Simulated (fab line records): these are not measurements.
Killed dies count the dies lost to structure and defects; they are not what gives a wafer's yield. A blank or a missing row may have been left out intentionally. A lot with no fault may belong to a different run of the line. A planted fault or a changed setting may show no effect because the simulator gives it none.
8D (eight disciplines) problem report, filled in by code | flow berkeley-cmos170 | the parts of the form that need people (team, actions taken, sign-off) are left out

== 1. THE ISSUE ==
Mean NSD_TW at UCB170_NSD_TW_MEAS_10: 3766 over 6 wafers in 2 lots; fault-free wafers: 4186, standard deviation 23. That puts it -18 standard deviations away from the usual mean.
Earliest sighting: wafer L308.2 on film-metro-03 at day 11 15:13. At this step, 42 wafers from 14 lots have a number in the record. By rule, "out" or "out of limits" means more than 4 standard deviations away from the usual mean. Any other wafer with a number is counted as sound.

== 2. WHAT THIS IS AND IS NOT ==
question                    | is                           | is not
which readings at this step | NSD_TW                       | -
which lots                  | L306, L308                   | L293, L294, L295, L296, L297, L298, L300, L301, L302, L311, L314, L316
which wafers of those lots  | all that have a number       | -
read on which gauges        | film-metro-01, film-metro-03 | film-metro-04
when                        | from day 11 15:13            | up to then (27 sound wafers); but 9 sound wafers of L311, L314, L316 came after

== 3. WHAT RULES OUT EACH SUSPECT ==
Counting: any tool at a process step up to the reading is kept as a suspect provided that every lot that is out went through it and no sound lot did after the first of them.
- ruled out: the gauge at UCB170_NSD_TW_MEAS_10. Those wafers that are out were read across 2 gauges (film-metro-01, film-metro-03).
- implanter-03 at UCB170_NSD_IMPLANT_08: kept. Every lot that is out went through it, starting with L308 (day 11 14:59), and after that it ran no sound lot; the last sound lot it ran before then is L301 (day 11 03:43). On those wafers its own readings are out: beam-energy-keV.
- plasma-asher-02 at UCB170_NSD_STRIP_09 (strips in O2): kept. Every lot that is out went through it, starting with L308 (day 11 15:06), and after that it ran no sound lot; the last sound lot it ran before then is L302 (day 11 04:03). On those wafers its own readings are out: oes-product-au, strip-time-to-endpoint-s.
The count leaves plasma-asher-02 at UCB170_NSD_STRIP_09 and implanter-03 at UCB170_NSD_IMPLANT_08.

== 4. THE CAUSE (what the simulator had put in) ==
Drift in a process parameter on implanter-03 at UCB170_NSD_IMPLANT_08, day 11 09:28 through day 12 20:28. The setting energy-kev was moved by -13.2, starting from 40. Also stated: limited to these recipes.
Counting leaves 2 suspects; this tool is one of them.

== 5. THE EFFECT CHAIN, in route order ==
Rows list readings where the struck wafers' mean (over those with a number) sits beyond 3 standard deviations from the usual. Only readings whose record carries a usual standard deviation are examined. hours: median over the lots of the time between each lot's start at the first step of this table that gives one and its start at this step. sigmas: the change, counted in usual standard deviations.
hours | step                       | reading                  | usual        | on struck wafers | change  | sigmas
0     | UCB170_NSD_IMPLANT_08      | beam-energy-keV          | 39.999       | 26.802           | -13.197 | -99 or more
0     | UCB170_NSD_STRIP_09        | oes-product-au           | 0.534 a.u.   | 0.580            | +0.046  | +10
0     | UCB170_NSD_STRIP_09        | strip-time-to-endpoint-s | 35.83 s      | 31.09            | -4.74   | -72
0     | UCB170_NSD_TW_MEAS_10      | NSD_TW                   | 4186         | 3766             | -420    | -18
2     | UCB170_SDANNEAL_RS_MEAS_03 | NSD_RS                   | 37.27 ohm/sq | 42.76            | +5.48   | +55
Its process steps:
- UCB170_NSD_IMPLANT_08
- UCB170_NSD_STRIP_09: strips in O2.

== 6. WHAT WOULD HAVE CAUGHT IT SOONER ==
Counted from the fault's start at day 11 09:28, it took 6 hours until the first out-of-limits reading at a measuring or inspecting step in this record, taken at day 11 15:13.
The tool's own readings at UCB170_NSD_IMPLANT_08 were out on every struck wafer that the step has a row for (beam-energy-keV): an alarm limit on them would have fired on the first of those.
L306, from the lots that are out (2), started UCB170_NSD_IMPLANT_08 on implanter-03 later than day 11 15:13. Had the tool been put on hold then, it would have been spared.
